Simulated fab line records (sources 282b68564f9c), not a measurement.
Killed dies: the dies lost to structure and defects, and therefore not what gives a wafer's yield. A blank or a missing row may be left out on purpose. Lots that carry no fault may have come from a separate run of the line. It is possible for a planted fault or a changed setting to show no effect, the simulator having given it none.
A struck lot beside a sound one | flow ritCmos | 18 steps out of a route of 202
Sound: the wafers L301.1, L301.2, L301.4. The struck wafers were L310.1, L310.2, L310.4. Last of all comes the cause.
At each step with rows: each side's tool, then ch and its chambers, then its first start. Under that, the readings that differ: sound wafers | struck wafers | difference of the means | sigmas: that difference in standard deviations of wafers without a fault.
alike: a reading whose means differ by less than 2 such deviations, as well as words and numbers matching on both sides. not compared: withheld readings; readings where some wafer has no value; bounds like >300 that might hide an equal value; numbers whose values overlap and for which the record gives no deviation.
Wherever a step has rows on one side only, a row that says differs or no value, or a row with sigmas, the two part there. When numbers do not overlap yet have no deviation, they are printed without sigmas and do not part them. Lack of a reading on every wafer of one side parts them only where that side has two or more wafers.

first, 5 steps without rows for these wafers: RIT_NRETRO_COAT_01 (resist thk 1300 nm); RIT_NRETRO_SOFTBAKE_02 (time 60 s); RIT_NRETRO_EXPOSE_03 (exposes mask M4, target cd 43900 nm); RIT_NRETRO_PEB_04; RIT_NRETRO_DEVELOP_05 (develop time 68 s).
RIT_NRETRO_OVL_MEAS_06:
  sound on overlay-02, day 3 06:03; struck on overlay-01, day 5 03:37
  alike: NRETRO_OVL
then, 2 steps without rows for these wafers: RIT_NRETRO_HARDBAKE_07 (time 120 s); RIT_NRETRO_IMPLANT_08.
RIT_NRETRO_STRIP_09: strips in O2, time 180 s.
  sound on plasmaAsher-02 ch 0,1, day 3 06:29; struck on plasmaAsher-03 ch 0,1, day 5 04:02
  alike: drypumpMotorCurrentA
  not compared: rfHoursCounterH
RIT_NRETRO_TW_MEAS_10:
  sound on filmMetro-02, day 3 06:40; struck on filmMetro-01, day 5 04:13
  alike: NRETRO_TW
then, 2 steps without rows for these wafers: RIT_PRETRO_HMDS_00 (prime time 60 s); RIT_PRETRO_COAT_01 (resist thk 1300 nm).
RIT_PRETRO_SOFTBAKE_02: time 60 s.
  sound on lithoTrack-01 ch 0, day 3 07:01; struck on lithoTrack-03 ch 0, day 5 04:35
reading                                    | sound             | struck            | difference | sigmas
heaterPowerTotalW (W)                      | 34.60 34.61 34.44 | 36.00 36.01 36.12 | +1.49      | +29
plateTempC (C)                             | 90.17 89.91 90.04 | 92.72 92.86 92.91 | +2.79      | +23
model.NOVOLAK_of_PRETRO_COAT_01.thkNm (nm) | 1305 1306 1306    | 1289 1287 1287    | -18        | 
  alike: resistLineTempC
then, 2 steps without rows for these wafers: RIT_PRETRO_EXPOSE_03 (exposes mask M5, target cd 43700 nm); RIT_PRETRO_PEB_04.
RIT_PRETRO_DEVELOP_05: develop time 64.65 s.
  sound on lithoTrack-01 ch 0; struck on lithoTrack-03 ch 0
reading                                    | sound          | struck         | difference | sigmas
model.NOVOLAK_of_PRETRO_COAT_01.thkNm (nm) | 1304 1305 1306 | 1289 1287 1286 | -18        | 
  alike: resistLineTempC
RIT_PRETRO_OVL_MEAS_06:
  sound on overlay-02, day 3 07:43; struck on overlay-01, day 5 05:17
reading         | sound        | struck      | difference | sigmas
PRETRO_OVL (nm) | 0.4 0.5 -1.6 | 3.4 3.8 2.7 | +3.5       | +3
RIT_M1_PROBE_99:
  sound on prober-01, day 4 09:38; struck on prober-02, day 6 08:03
  alike: killedAtFrontEnd, killedDies, killedOpen, killedShort

## WHERE THEY PART
Earliest at RIT_PRETRO_SOFTBAKE_02; latest, in this record, at RIT_PRETRO_OVL_MEAS_06. Later steps at which nothing parts them and some readings are alike: RIT_M1_PROBE_99.

WHY: the cause the simulator had injected
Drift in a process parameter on lithoTrack-03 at RIT_PRETRO_SOFTBAKE_02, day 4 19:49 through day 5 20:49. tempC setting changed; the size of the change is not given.
